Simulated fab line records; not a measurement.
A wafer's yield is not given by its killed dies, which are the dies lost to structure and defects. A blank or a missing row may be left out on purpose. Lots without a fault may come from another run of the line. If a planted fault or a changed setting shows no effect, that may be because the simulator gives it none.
Which of the tools did it?    flow rit_cmos    15 lots with 45 wafers sampled at 3 steps, on a route of 202 steps

## WHAT EACH GAUGE READ, for each wafer
RIT_PWELL_OVL_MEAS_06. Usual: PWELL_OVL typically reads 0.0 nm, with standard deviation 1.4.
lot   measured     on          PWELL_OVL (nm)  flag
L165  day 1 23:20  overlay-02  0.1 -1.1 -0.1   
L166  day 2 08:24  overlay-01  -1.1 -0.7 -0.3  
L168  day 2 19:19  overlay-01  1.4 2.4 0.2     
L169  day 2 22:20  overlay-01  0.8 0.8 0.5     
L170  day 3 05:53  overlay-01  0.0 -0.1 -1.6   
L171  day 3 06:07  overlay-02  -0.3 -1.1 1.3   
L174  day 3 20:41  overlay-02  1.7 2.3 1.8     
L175  day 4 02:01  overlay-02  -0.5 0.6 -1.3   
L176  day 4 06:49  overlay-02  0.5 -2.7 -1.8   
L177  day 4 13:18  overlay-01  -0.8 0.3 -0.8   
L178  day 4 16:20  overlay-01  1.0 -2.2 -0.4   
L180  day 5 04:16  overlay-02  -1.4 0.3 -1.7   
L185  day 6 02:57  overlay-02  -1.4 -0.2 -0.6  
L186  day 6 09:28  overlay-01  0.8 0.7 -0.5    
L188  day 6 19:25  overlay-02  -0.8 -1.8 -1.5  

RIT_M1_RS_MEAS_01: a four-point-probe measurement. Usual: M1_AL_RS typically reads 0.0734 ohm/sq, with standard deviation 0.0007.
lot   measured     on             M1_AL_RS (ohm/sq)     flag
L165  day 3 15:58  film_metro-02  0.0732 0.0729 0.0730  
L166  day 3 17:46  film_metro-01  0.0733 0.0735 0.0731  
L168  day 4 03:02  film_metro-01  0.0737 0.0725 0.0731  
L169  day 4 08:14  film_metro-03  0.0742 0.0740 0.0742  
L170  day 4 12:48  film_metro-02  0.0735 0.0731 0.0735  
L171  day 4 16:46  film_metro-01  0.0737 0.0736 0.0743  
L174  day 5 07:28  film_metro-03  0.0715 0.0725 0.0737  
L175  day 5 11:28  film_metro-03  0.0736 0.0738 0.0737  
L176  day 5 17:40  film_metro-01  0.0737 0.0716 0.0731  
L177  day 5 22:25  film_metro-02  0.0731 0.0748 0.0742  
L178  day 6 02:37  film_metro-03  0.0739 0.0728 0.0740  
L180  day 6 14:21  film_metro-01  0.0730 0.0749 0.0735  
L185  day 7 11:52  film_metro-03  0.0728 0.0735 0.0739  
L186  day 7 19:17  film_metro-03  0.0732 0.0732 0.0724  
L188  day 8 07:52  film_metro-01  0.0725 0.0741 0.0736  

## WHICH TOOL RAN EACH LOT (tool, then ch and the chambers of the sampled wafers, then the start)
lot   RIT_PRETRO_STRIP_09
L165  plasma_asher-04 ch 0,1, day 2 10:28
L166  plasma_asher-01 ch 0,1, day 2 17:52
L168  plasma_asher-01 ch 0,1, day 3 04:29
L169  plasma_asher-03 ch 0,1, day 3 09:10
L170  plasma_asher-03 ch 0, day 3 14:52
L171  plasma_asher-04 ch 0,1, day 3 15:07
L174  plasma_asher-03 ch 0,1, day 4 06:55
L175  plasma_asher-03 ch 0,1, day 4 11:28
L176  plasma_asher-03 ch 0,1, day 4 15:55
L177  plasma_asher-04 ch 0,1, day 4 22:17
L178  plasma_asher-03 ch 0,1, day 5 02:50
L180  plasma_asher-03 ch 0,1, day 5 13:20
L185  plasma_asher-01 ch 0,1, day 6 12:43
L186  plasma_asher-01 ch 1, day 6 18:27
L188  plasma_asher-03 ch 1, day 7 04:53
- RIT_PRETRO_STRIP_09: strips in O2, time 180 s.

## AS READ BY THE TOOLS THEMSELVES (means over the sampled wafers that have a number; for cases with no such wafer, the mark the record gives instead)
RIT_PRETRO_STRIP_09. Usual: chamber_pressure_mTorr 4000 mTorr, standard deviation 3.6; drypump_motor_current_A 5.5 A, standard deviation 0.47.
lot   tool             chamber_pressure_mTorr (mTorr)  drypump_motor_current_A (A)  flag
L165  plasma_asher-04  3997                            5.9                          
L166  plasma_asher-01  3994                            5.6                          
L168  plasma_asher-01  3998                            5.6                          
L169  plasma_asher-03  4002                            5.2                          
L170  plasma_asher-03  3998                            4.8                          
L171  plasma_asher-04  4001                            6.1                          
L174  plasma_asher-03  4002                            5.0                          
L175  plasma_asher-03  3998                            5.0                          
L176  plasma_asher-03  3999                            5.2                          
L177  plasma_asher-04  4002                            6.1                          
L178  plasma_asher-03  4001                            5.2                          
L180  plasma_asher-03  4003                            5.2                          
L185  plasma_asher-01  3994                            5.5                          
L186  plasma_asher-01  3998                            5.3                          
L188  plasma_asher-03  4000                            5.4                          

## THE ANSWER, worked out from the rows above alone
Rule: a lot counts as off when the mean over its wafers that have a number is more than 3 standard deviations away from the usual mean. A lot without any number at a reading at which 4 lots or more have one is off too. All remaining lots with rows at the step are treated as sound. First the gauges in route order, then the tools' own readings, where a lot's mean is used as printed above. The first step at which some lot is off is used, and at that step the reading that is off furthest; a lot without a number counts as furthest.
No lot is off at any reading shown: from this, nothing can be told.

## WHAT WAS PUT IN BY THE SIMULATOR
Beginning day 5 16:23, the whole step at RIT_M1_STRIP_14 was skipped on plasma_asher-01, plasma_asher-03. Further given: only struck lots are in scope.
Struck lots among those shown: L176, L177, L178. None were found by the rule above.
